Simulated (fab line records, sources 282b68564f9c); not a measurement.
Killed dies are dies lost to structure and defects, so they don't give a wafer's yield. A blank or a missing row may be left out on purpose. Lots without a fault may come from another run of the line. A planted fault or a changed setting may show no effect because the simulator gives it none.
fab line records | flow rit_cmos
record lots=14 wafers=42 last_day=7
route steps=202 shown PLDD@124 NSD@134 M1@202
lots that met no fault: from a run of the same line without faults
start_h: hours from the record's first day to the start of the lot's first wafer shown | wait_h: hours since the lot's step before | " the same as in the row above | L1.1+2: a row that stands for several wafers | - no value, or no start given | * or withheld: withheld | < > ~ a bound
route shown NAME@n: a module of which the file shows steps, and the number in the route of the first | usual: mean/standard deviation of fault-free wafers | same: alike in all rows | chamber/n: place in a boat | sites: the reading at each site | _std_site: their standard deviation | _edge_site: outer sites' mean less inner sites' | radius_mm: how far each site lies from the wafer's centre | mask NAME#n: copy n | behind: the tool/chamber that last shaped the wafer | hold: why the lot was held/for how many hours/how that ended | device: the transistor (n, p or np) that didn't switch | end of line: the same wafers' tests at the end of the route | a step without rows: its recipe alone | killed: dies lost to structure and defects at the first sort, not the wafer's yield | map: a wafer's dies, x killed, . not, _ none there
set.NAME: the setting as run; set.NAME@STEP: as run at that earlier step | model.NAME: the simulator's own value behind a step, which no gauge read
steps of the route over a sample of lots; a table a step, a row a wafer
services: from which hour (start_h, from the record's first day; less than 0 if before it) a tool's chamber was out of use, for how many hours, and why
## steps
# step RIT_PLDD_TW_MEAS_10
# usual PLDD_TW=2334/12
# columns lot.wafer tool chamber start_h wait_h PLDD_TW
L947.2 film_metro-01 - 43.68 0.1 2337
L947.3 " - " " 2325
L947.4 " - " " 2327
L948.1 film_metro-01 - 49.05 0.1 2339
L948.2 " - " " 2353
L948.5 " - " " 2338
L950.1 film_metro-02 - 57.99 0.1 2345
L950.2 " - " " 2341
L950.3 " - " " 2339
L951.1 film_metro-03 - 63.44 0.1 2335
L951.3 " - " " 2319
L951.4 " - " " 2328
L952.1 film_metro-03 - 73.50 0.1 2319
L952.2 " - " " 2315
L952.3 " - " " 2337
L955.1 film_metro-02 - 85.51 0.1 2327
L955.5 " - " " 2319
L955.6 " - " " 2334
L958.2 film_metro-02 - 99.06 0.1 2347
L958.3 " - " " 2342
L958.4 " - " " 2366
L959.1 film_metro-01 - 104.84 0.1 2358
L959.4 " - " " 2357
L959.6 " - " " 2354
L960.1 film_metro-02 - 113.46 0.1 2345
L960.4 " - " " 2340
L960.6 " - " " 2355
L961.1 film_metro-03 - 118.08 0.1 2313
L961.4 " - " " 2324
L961.5 " - " " 2332
L962.2 film_metro-03 - 120.43 0.1 2338
L962.3 " - " " 2325
L962.5 " - " " 2338
L964.1 film_metro-01 - 132.48 0.1 2343
L964.3 " - " " 2352
L964.5 " - " " 2340
L967.3 film_metro-03 - 147.32 0.1 2327
L967.4 " - " " 2323
L967.6 " - " " 2315
L970.1 film_metro-01 - 161.52 0.1 2331
L970.3 " - " " 2328
L970.4 " - " " 2324
# step RIT_NSD_EXPOSE_03
# recipe mask_id=M9 na=0.57 target_cd_nm=40700 dose_mj=250
# columns lot.wafer tool chamber start_h wait_h mask
L947.2+3+4 iline_stepper-02 0 46.90 0.2 M9#0
L948.1+2+5 iline_stepper-01 0 52.18 0.2 M9#0
L950.1+2+3 iline_stepper-02 0 61.28 0.3 M9#0
L951.1+3+4 iline_stepper-01 0 66.57 0.2 M9#0
L952.1+2+3 iline_stepper-01 0 76.51 0.1 M9#0
L955.1+5+6 iline_stepper-02 0 88.66 0.2 M9#0
L958.2+3+4 iline_stepper-02 0 102.20 0.2 M9#0
L959.1+4+6 iline_stepper-01 0 108.17 0.2 M9#0
L960.1+4+6 iline_stepper-01 0 116.66 0.1 M9#0
L961.1+4+5 iline_stepper-01 0 122.04 0.1 M9#0
L962.2+3+5 iline_stepper-01 0 123.46 0.1 M9#0
L964.1+3+5 iline_stepper-01 0 135.62 0.2 M9#0
L967.3+4+6 iline_stepper-01 0 150.53 0.2 M9#0
L970.1+3+4 iline_stepper-01 0 164.67 0.2 M9#0
# step RIT_NSD_OVL_MEAS_06
# usual NSD_OVL=0.0/1.5
# columns lot.wafer tool chamber start_h wait_h NSD_OVL[nm]
L947.2 overlay-01 - 47.29 - 0.7
L947.3 " - " " -1.9
L947.4 " - " " -1.7
L948.1 overlay-02 - 52.58 - 0.3
L948.2 " - " " -0.1
L948.5 " - " " -0.9
L950.1 overlay-02 - 61.68 - -2.4
L950.2 " - " " -1.1
L950.3 " - " " -0.1
L951.1 overlay-01 - 66.97 - 1.8
L951.3 " - " " 3.0
L951.4 " - " " 1.4
L952.1 overlay-01 - 76.91 - 1.3
L952.2 " - " " -0.2
L952.3 " - " " 0.3
L955.1 overlay-02 - 89.06 - 361.9
L955.5 " - " " 359.4
L955.6 " - " " 360.3
L958.2 overlay-01 - 102.59 - 361.9
L958.3 " - " " 361.0
L958.4 " - " " 362.2
L959.1 overlay-02 - 108.57 - -2.5
L959.4 " - " " -0.4
L959.6 " - " " -2.6
L960.1 overlay-01 - 117.06 - -2.3
L960.4 " - " " -1.5
L960.6 " - " " -0.7
L961.1 overlay-02 - 122.44 - -1.4
L961.4 " - " " 1.7
L961.5 " - " " 0.2
L962.2 overlay-01 - 123.85 - 3.5
L962.3 " - " " 0.8
L962.5 " - " " 0.7
L964.1 overlay-02 - 136.02 - 1.7
L964.3 " - " " 0.3
L964.5 " - " " 0.7
L967.3 overlay-01 - 150.91 - 0.2
L967.4 " - " " 3.3
L967.6 " - " " 3.3
L970.1 overlay-02 - 165.07 - 0.1
L970.3 " - " " -2.7
L970.4 " - " " 0.3
# step RIT_M1_PROBE_99
# usual killed_at_M0_to_M3=0.0/0.083 killed_at_contacts=0.1/0.31 killed_at_front_end=7/3.3 killed_dies=7/3.3 killed_on_rim=1.9/1.5 killed_open=3.4/2.2 killed_short=3.5/2
# same gross_dies=264 killed_at_M4_up=0 killed_at_back_side=0 killed_at_other=0
# columns lot.wafer tool chamber start_h wait_h killed_at_M0_to_M3 killed_at_contacts killed_at_front_end killed_dies killed_on_rim killed_open killed_short
L947.2 prober-02 - 57.01 0.1 0 0 7 7 0 5 2
L947.3 prober-02 - 57.06 0.2 0 0 2 2 0 2 0
L947.4 prober-02 - 57.11 0.2 0 0 7 7 3 3 4
L948.1 prober-01 - 62.64 0.1 0 0 14 14 5 8 6
L948.2 prober-01 - 62.69 0.1 0 0 10 10 3 6 4
L948.5 prober-01 - 62.84 0.2 0 0 16 16 2 10 6
L950.1 prober-01 - 73.42 0.1 0 0 6 6 1 4 2
L950.2 prober-01 - 73.47 0.1 0 0 8 8 4 5 3
L950.3 prober-01 - 73.52 0.2 1 0 6 7 2 2 5
L951.1 prober-01 - 77.11 0.1 0 0 4 4 1 3 1
L951.3 prober-01 - 77.21 0.2 0 0 8 8 2 2 6
L951.4 prober-01 - 77.26 0.2 0 0 5 5 2 2 3
L952.1 prober-02 - 86.74 0.1 0 0 11 11 3 6 5
L952.2 prober-02 - 86.79 0.1 0 0 5 5 1 3 2
L952.3 prober-02 - 86.84 0.2 0 0 9 9 2 1 8
L955.1 prober-01 - 100.37 0.1 0 0 7 7 1 3 4
L955.5 prober-01 - 100.57 0.2 0 0 7 7 3 4 3
L955.6 prober-01 - 100.62 0.2 0 0 5 5 1 2 3
L958.2 prober-02 - 112.73 0.1 0 0 7 7 0 3 4
L958.3 prober-02 - 112.78 0.2 0 0 4 4 1 2 2
L958.4 prober-02 - 112.83 0.2 0 0 12 12 1 6 6
L959.1 prober-01 - 118.67 0.1 0 0 5 5 1 2 3
L959.4 prober-01 - 118.82 0.2 0 0 8 8 0 2 5
L959.6 prober-01 - 118.92 0.2 0 0 16 16 8 6 7
L960.1 prober-02 - 126.89 0.1 0 0 9 9 2 2 7
L960.4 prober-02 - 127.04 0.2 0 0 3 3 2 0 3
L960.6 prober-02 - 127.14 0.2 0 0 5 5 1 3 2
L961.1 prober-01 - 132.41 0.1 0 0 4 4 1 2 2
L961.4 prober-01 - 132.56 0.2 0 0 6 6 1 6 0
L961.5 prober-01 - 132.61 0.2 0 0 3 3 1 2 1
L962.2 prober-02 - 135.17 0.1 0 0 9 9 2 4 4
L962.3 prober-02 - 135.22 0.2 0 0 3 3 0 1 2
L962.5 prober-02 - 135.32 0.2 0 0 7 7 2 5 2
L964.1 prober-02 - 148.34 0.1 0 0 6 6 2 3 3
L964.3 prober-02 - 148.44 0.2 0 0 4 4 1 2 2
L964.5 prober-02 - 148.54 0.2 0 0 6 6 2 4 2
L967.3 prober-01 - 160.79 0.2 0 0 5 5 0 2 3
L967.4 prober-01 - 160.84 0.2 0 0 8 8 1 4 4
L967.6 prober-01 - 160.94 0.2 0 1 7 8 2 4 4
L970.1 prober-02 - 175.63 0.1 0 0 3 3 0 1 2
L970.3 prober-02 - 175.73 0.2 0 0 7 7 1 2 5
L970.4 prober-02 - 175.78 0.2 0 0 8 8 1 3 5
# killed by level:class
L947.2 SPACER:geometric_particle:open=3 GATE:geometric_particle:short=2 FOX2:geometric_particle:open=1 GATE:geometric_particle:open=1
L947.3 FOX2:geometric_particle:open=1 GATE:geometric_particle:open=1
L947.4 FOX2:geometric_particle:open=1 GATE:geometric_particle:short=1 REOX:geometric_particle:short=1 SPACER:geometric_particle:open=1 SPACER:geometric_particle:short=1 SILICIDE:geometric_particle:short=1 SILICIDE:geometric_particle:open=1
L948.1 REOX:geometric_particle:open=5 FOX2:geometric_particle:short=2 SPACER:geometric_particle:short=2 FOX2:geometric_particle:open=1 GATE:geometric_particle:short=1 REOX:geometric_particle:short=1 SPACER:geometric_particle:open=1 SILICIDE:geometric_particle:open=1
L948.2 GATE:geometric_particle:open=3 REOX:geometric_particle:open=2 SILICIDE:geometric_particle:short=2 FOX2:geometric_particle:open=1 FOX2:geometric_particle:short=1 GATE:geometric_particle:short=1
L948.5 FOX2:geometric_particle:open=3 GATE:geometric_particle:open=3 REOX:geometric_particle:open=3 GATE:geometric_particle:short=2 SPACER:geometric_particle:short=2 FOX1:geometric_particle:short=1 REOX:geometric_particle:short=1 SILICIDE:geometric_particle:open=1
L950.1 GATE:geometric_particle:open=2 FOX1:geometric_particle:open=1 GATE:geometric_particle:short=1 SPACER:geometric_particle:short=1 SILICIDE:geometric_particle:open=1
L950.2 SPACER:geometric_particle:open=2 FOX2:geometric_particle:open=1 GATE:geometric_particle:short=1 GATE:geometric_particle:open=1 SPACER:geometric_particle:short=1 SILICIDE:geometric_particle:short=1 SILICIDE:geometric_particle:open=1
L950.3 GATE:geometric_particle:short=2 FOX2:geometric_particle:open=1 GATE:geometric_particle:open=1 REOX:geometric_particle:short=1 SPACER:geometric_particle:short=1 M1:geometric_particle:short=1
L951.1 FOX1:geometric_particle:open=1 FOX2:geometric_particle:short=1 GATE:geometric_particle:open=1 SPACER:geometric_particle:open=1
L951.3 SPACER:geometric_particle:short=2 FOX1:geometric_particle:short=1 FOX2:geometric_particle:open=1 FOX2:geometric_particle:short=1 GATE:geometric_particle:short=1 GATE:geometric_particle:open=1 REOX:geometric_particle:short=1
L951.4 GATE:geometric_particle:short=2 FOX2:geometric_particle:open=1 REOX:geometric_particle:short=1 REOX:geometric_particle:open=1
L952.1 GATE:geometric_particle:open=5 GATE:geometric_particle:short=3 REOX:geometric_particle:short=1 SILICIDE:geometric_particle:short=1 SILICIDE:geometric_particle:open=1
L952.2 GATE:geometric_particle:open=3 ACTIVE:geometric_particle:short=1 SPACER:geometric_particle:short=1
L952.3 SPACER:geometric_particle:short=4 GATE:geometric_particle:short=3 FOX1:geometric_particle:short=1 SILICIDE:geometric_particle:open=1
L955.1 GATE:geometric_particle:short=2 GATE:geometric_particle:open=2 FOX1:geometric_particle:short=1 FOX2:geometric_particle:short=1 SILICIDE:geometric_particle:open=1
L955.5 GATE:geometric_particle:open=2 FOX1:geometric_particle:short=1 FOX1:geometric_particle:open=1 FOX2:geometric_particle:open=1 SPACER:geometric_particle:short=1 SILICIDE:geometric_particle:short=1
L955.6 FOX2:geometric_particle:open=2 ACTIVE:geometric_particle:short=1 FOX1:geometric_particle:short=1 SILICIDE:geometric_particle:short=1
L958.2 SILICIDE:geometric_particle:short=2 GATE:geometric_particle:short=1 GATE:geometric_particle:open=1 REOX:geometric_particle:short=1 SPACER:geometric_particle:open=1 SILICIDE:geometric_particle:open=1
L958.3 SILICIDE:geometric_particle:short=2 GATE:geometric_particle:open=1 SPACER:geometric_particle:open=1
L958.4 FOX2:geometric_particle:open=2 REOX:geometric_particle:open=2 SILICIDE:geometric_particle:short=2 FOX1:geometric_particle:short=1 FOX2:geometric_particle:short=1 GATE:geometric_particle:short=1 SPACER:geometric_particle:short=1 SPACER:geometric_particle:open=1
L959.1 FOX2:geometric_particle:open=1 GATE:geometric_particle:short=1 REOX:geometric_particle:short=1 SILICIDE:geometric_particle:open=1 SILICIDE:geometric_particle:short=1
L959.4 REOX:geometric_particle:short=3 GATE:geometric_particle:open=1 GATE:geometric_particle:short=1 REOX:geometric_particle:open=1 SILICIDE:geometric_particle:short=1 NWELL:coat_microbubble_printed=1
L959.6 GATE:geometric_particle:short=5 FOX1:geometric_particle:open=2 NLDD:coat_microbubble_printed=2 FOX1:geometric_particle:short=1 GATE:geometric_particle:open=1 REOX:geometric_particle:short=1 REOX:geometric_particle:open=1 SPACER:geometric_particle:open=1
L960.1 GATE:geometric_particle:short=3 GATE:geometric_particle:open=2 FOX1:geometric_particle:short=1 FOX2:geometric_particle:short=1 REOX:geometric_particle:short=1 SILICIDE:geometric_particle:short=1
L960.4 GATE:geometric_particle:short=2 SILICIDE:geometric_particle:short=1
L960.6 FOX1:geometric_particle:open=2 FOX1:geometric_particle:short=1 GATE:geometric_particle:short=1 SPACER:geometric_particle:open=1
L961.1 GATE:geometric_particle:open=2 GATE:geometric_particle:short=1 REOX:geometric_particle:short=1
L961.4 FOX1:geometric_particle:open=3 SPACER:geometric_particle:open=2 GATE:geometric_particle:open=1
L961.5 GATE:geometric_particle:open=1 SPACER:geometric_particle:short=1 SPACER:geometric_particle:open=1
L962.2 FOX1:geometric_particle:short=2 FOX1:geometric_particle:open=2 FOX2:geometric_particle:open=1 GATE:geometric_particle:open=1 GATE:geometric_particle:short=1 SILICIDE:geometric_particle:short=1 NRETRO:coat_microbubble_printed=1
L962.3 FOX1:geometric_particle:short=1 FOX1:geometric_particle:open=1 SPACER:geometric_particle:short=1
L962.5 GATE:geometric_particle:short=2 SPACER:geometric_particle:open=2 SILICIDE:geometric_particle:open=2 GATE:geometric_particle:open=1
L964.1 GATE:geometric_particle:short=3 FOX1:geometric_particle:open=1 GATE:geometric_particle:open=1 REOX:geometric_particle:open=1
L964.3 FOX1:geometric_particle:short=1 FOX1:geometric_particle:open=1 GATE:geometric_particle:short=1 REOX:geometric_particle:open=1
L964.5 GATE:geometric_particle:short=2 SILICIDE:geometric_particle:open=2 GATE:geometric_particle:open=1 SPACER:geometric_particle:open=1
L967.3 REOX:geometric_particle:short=2 FOX1:geometric_particle:open=1 GATE:geometric_particle:open=1 GATE:geometric_particle:short=1
L967.4 GATE:geometric_particle:open=2 FOX1:geometric_particle:short=1 FOX2:geometric_particle:open=1 GATE:geometric_particle:short=1 REOX:geometric_particle:short=1 REOX:geometric_particle:open=1 SPACER:geometric_particle:short=1
L967.6 FOX1:geometric_particle:short=2 GATE:geometric_particle:short=2 FOX1:geometric_particle:open=1 GATE:geometric_particle:open=1 REOX:geometric_particle:open=1 CONTACT:geometric_particle:open=1
L970.1 SILICIDE:geometric_particle:short=2 SILICIDE:geometric_particle:open=1
L970.3 GATE:geometric_particle:short=3 REOX:geometric_particle:short=2 FOX2:geometric_particle:open=1 REOX:geometric_particle:open=1
L970.4 SILICIDE:geometric_particle:short=2 FOX2:geometric_particle:open=1 GATE:geometric_particle:open=1 GATE:geometric_particle:short=1 REOX:geometric_particle:short=1 SPACER:geometric_particle:open=1 SPACER:geometric_particle:short=1
## services
# columns tool chamber start_h hours kind
iline_stepper-02 - 30.29 1.7 pm
iline_stepper-02 0 43.28 - calibration
iline_stepper-01 0 90.43 - calibration
iline_stepper-01 - 137.73 4.6 repair
iline_stepper-01 - 155.79 2.7 repair
## key
first_sign step=RIT_NSD_OVL_MEAS_06 reading=NSD_OVL direction=up sigmas=99+ usual=0.0 struck=361.1
effect none on later readings
met_at RIT_NSD_EXPOSE_03
struck_lots L955,L958
tester_left_out L955,L958
not_acting_at RIT_PLDD_TW_MEAS_10
onset_between 61.28 88.66
fault kind=scanner_matching_overlay tool=iline_stepper-02 chamber=- onset_h=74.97 steps=RIT_NSD_EXPOSE_03 offset=360
# tester_left_out: of these lots the tester's yield and bins aren't shown, on N5 and GAA mostly nor the transistor test; their killed dies are dies lost to structure and defects alone, not to doping, threshold or leakage, so they don't give the yield
